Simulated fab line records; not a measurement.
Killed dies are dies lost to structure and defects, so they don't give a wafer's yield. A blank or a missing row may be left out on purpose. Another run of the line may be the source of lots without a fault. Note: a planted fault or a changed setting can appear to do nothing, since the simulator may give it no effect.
Chamber matching ; flow berkeley_cmos170 ; rie_si-02 running UCB170_GATE_ETCH_15: 4 sister chambers
The step etches poly-Si in HBr/Cl2, stops on SiO2, time 56.3 s, target depth 278.2 nm. 16 wafers are shown with their chamber, then 8 later ones without.

## WAFERS, EACH WITH ITS CHAMBER
wafer;chamber;throttle_valve_pct (%);drypump_motor_current_A (A);oes_product_au (a.u.)
L362.1;3;26.60;5.7;0.842
L362.3;0;26.58;5.4;0.824
L362.4;2;26.87;5.6;0.844
L363.1;0;26.58;5.3;0.832
L363.2;1;26.47;5.8;0.832
L363.5;1;26.47;5.8;0.841
L364.1;2;26.89;5.6;0.830
L364.2;3;26.59;5.5;0.841
L364.5;2;26.89;5.6;0.845
L367.2;2;26.87;5.6;0.830
L367.4;0;26.59;5.4;0.807
L367.5;3;26.59;5.6;0.836
L374.2;2;26.88;5.6;0.840
L374.3;1;26.47;5.8;0.830
L374.5;2;26.87;5.6;0.832
L378.3;3;26.60;5.6;0.859

SIGNATURES (means of the wafers above)
reading;chamber 0;chamber 1;chamber 2;chamber 3;scatter within a chamber
throttle_valve_pct;26.5833;26.4700;26.8783;26.5950;0.00736
drypump_motor_current_A;5.367;5.800;5.600;5.600;0.0471
oes_product_au;0.82100;0.83433;0.83683;0.84450;0.00885
Rule: a wafer's distance from a chamber is the root of the sum, over the readings, of the square of ((its reading less the chamber's mean) divided by the reading's scatter). If the next closest chamber is less than 2 further off than the closest, the wafer can't be placed; otherwise it belongs to the closest. How the scatter is found: for the shown wafers, subtract from each reading the mean of its chamber, square and add these, divide the total by (wafers less chambers), then take the root.

## WAFERS WITHOUT THEIR CHAMBER
wafer;throttle_valve_pct (%);drypump_motor_current_A (A);oes_product_au (a.u.)
L378.4;26.87;5.6;0.851
L378.6;26.59;5.6;0.854
L382.1;26.58;5.3;0.809
L382.3;26.88;5.6;0.844
L382.4;26.57;5.6;0.840
L381.1;26.56;5.4;0.836
L381.2;26.46;5.8;0.840
L381.4;26.59;5.6;0.847

## EACH ONE'S CHAMBER
wafer;from the rows above;in truth
L378.4;2;2
L378.6;3;3
L382.1;0;0
L382.3;2;2
L382.4;3;3
L381.1;0;0
L381.2;1;1
L381.4;3;3
Placed correctly: 8 of 8. Can't be placed from these rows: 0. Wrongly placed: 0.
